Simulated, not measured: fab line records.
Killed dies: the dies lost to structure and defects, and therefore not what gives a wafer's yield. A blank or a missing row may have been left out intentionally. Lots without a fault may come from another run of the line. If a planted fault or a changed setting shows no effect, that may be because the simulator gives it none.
Which tool was responsible? | flow rit-cmos | Sampling: 13 lots, 39 wafers, 4 of 202 route steps

WHAT THE GAUGES READ, wafer by wafer
RIT_GATE_THK_MEAS_07. Usual: for GATE_OXIDE_THK the level is 3.03 nm and the standard deviation is 0.071.
lot  | measured    | on            | GATE_OXIDE_THK (nm) | flag
L525 | day 2 11:11 | film-metro-03 | 3.01 3.10 3.06      |
L526 | day 2 17:41 | film-metro-02 | 3.08 3.06 3.02      |
L527 | day 2 22:07 | film-metro-03 | 3.22 3.15 3.11      |
L528 | day 3 06:10 | film-metro-04 | 2.98 3.01 2.97      |
L535 | day 4 14:38 | film-metro-04 | 2.94 2.94 2.98      |
L538 | day 5 05:33 | film-metro-02 | 3.07 3.08 3.03      |
L540 | day 5 15:19 | film-metro-03 | 3.00 3.04 3.03      |
L541 | day 5 22:11 | film-metro-02 | 3.06 3.04 3.06      |
L542 | day 6 04:11 | film-metro-02 | 3.09 3.19 3.09      |
L543 | day 6 07:31 | film-metro-03 | 2.94 2.98 2.93      |
L546 | day 6 22:38 | film-metro-02 | 3.06 3.10 3.02      |
L547 | day 7 01:23 | film-metro-02 | 3.04 3.00 2.94      |
L548 | day 7 09:43 | film-metro-03 | 3.07 3.03 3.04      |

RIT_SILICIDE_RS_MEAS_02: the measuring method here is four-point-probe. Usual: for SILICIDE_TI_RS the level is 47.9 ohm/sq and the standard deviation is 0.92.
lot  | measured    | on            | SILICIDE_TI_RS (ohm/sq) | flag
L525 | day 3 04:40 | film-metro-02 | 47.7 46.6 47.6          |
L526 | day 3 10:13 | film-metro-04 | 48.4 47.2 47.0          |
L527 | day 3 14:40 | film-metro-02 | 47.1 47.6 46.9          |
L528 | day 3 22:10 | film-metro-02 | 47.6 47.5 47.5          |
L535 | day 5 06:44 | film-metro-04 | 48.6 48.0 49.5          |
L538 | day 5 23:11 | film-metro-02 | 47.6 48.9 47.8          |
L540 | day 6 09:04 | film-metro-02 | 48.6 48.6 49.0          |
L541 | day 6 16:14 | film-metro-03 | 47.4 46.8 46.7          |
L542 | day 6 21:04 | film-metro-02 | 47.9 49.3 47.7          |
L543 | day 6 23:27 | film-metro-02 | 48.3 50.0 48.2          |
L546 | day 7 14:54 | film-metro-03 | 49.0 48.3 49.1          |
L547 | day 7 19:23 | film-metro-02 | 49.1 48.3 48.3          |
L548 | day 8 02:46 | film-metro-03 | 50.5 50.7 49.2          |

RIT_CONTACT_CD_MEAS_08: target cd 1000 nm. Usual: cd-nm at 999.7 nm, with a standard deviation of 2.4.
lot  | measured    | on        | cd-nm (nm)           | flag
L525 | day 3 06:05 | cd-sem-02 | 1000.2 998.9 998.8   |
L526 | day 3 11:39 | cd-sem-01 | 998.3 999.3 1000.7   |
L527 | day 3 16:06 | cd-sem-02 | 1000.2 998.4 998.2   |
L528 | day 3 23:49 | cd-sem-02 | 997.9 999.2 1000.8   |
L535 | day 5 08:28 | cd-sem-02 | 997.3 999.5 997.0    |
L538 | day 6 00:42 | cd-sem-01 | 997.8 998.7 999.7    |
L540 | day 6 10:31 | cd-sem-02 | 1000.7 1002.3 1000.6 |
L541 | day 6 17:41 | cd-sem-02 | 998.3 998.6 999.0    |
L542 | day 6 22:37 | cd-sem-01 | 1000.1 999.0 1000.7  |
L543 | day 7 01:13 | cd-sem-01 | 997.6 997.4 997.3    |
L546 | day 7 16:29 | cd-sem-01 | 1004.3 1004.1 1003.2 |
L547 | day 7 20:59 | cd-sem-02 | 998.1 998.6 998.6    |
L548 | day 8 04:26 | cd-sem-02 | 1002.0 1001.8 1002.1 |

WHICH TOOL RAN EACH LOT (tool, then ch and the chambers of the sampled wafers, then the start)
lot  | RIT_ACTIVE_CLEAN_17
L525 | wet-bench-04 ch 2, day 1 15:20
L526 | wet-bench-01 ch 1, day 1 20:28
L527 | wet-bench-04 ch 3, day 2 02:31
L528 | wet-bench-04 ch 1, day 2 07:25
L535 | wet-bench-01 ch 1, day 3 17:50
L538 | wet-bench-03 ch 2, day 4 10:02
L540 | wet-bench-01 ch 1, day 4 19:08
L541 | wet-bench-03 ch 3, day 4 23:20
L542 | wet-bench-01 ch 0, day 5 05:24
L543 | wet-bench-01 ch 3, day 5 09:20
L546 | wet-bench-04 ch 2, day 6 02:04
L547 | wet-bench-01 ch 3, day 6 07:16
L548 | wet-bench-01 ch 1, day 6 10:32
- RIT_ACTIVE_CLEAN_17: cleans in SC2, time 600 s.

AS READ BY THE TOOLS THEMSELVES (means over the sampled wafers that have a number; for cases with no such wafer, the mark the record gives instead)
The record holds no such reading with a usual standard deviation.

THE ANSWER, worked out from the rows above alone
Rule: a lot counts as off when the mean over its wafers that have a number is more than 3 standard deviations away from the usual mean. Also off: a lot with no number at a reading for which 4 or more lots have one. All remaining lots with rows at the step are treated as sound. Order of review: gauges by route order, followed by the tools' own readings, for which a lot's mean as printed above is used. The first step at which some lot is off is used, and at that step the reading that is off furthest; a lot without a number counts as furthest.
Nothing can be told from this: no lot is off at any reading shown.

WHAT HAD BEEN PUT IN BY THE SIMULATOR
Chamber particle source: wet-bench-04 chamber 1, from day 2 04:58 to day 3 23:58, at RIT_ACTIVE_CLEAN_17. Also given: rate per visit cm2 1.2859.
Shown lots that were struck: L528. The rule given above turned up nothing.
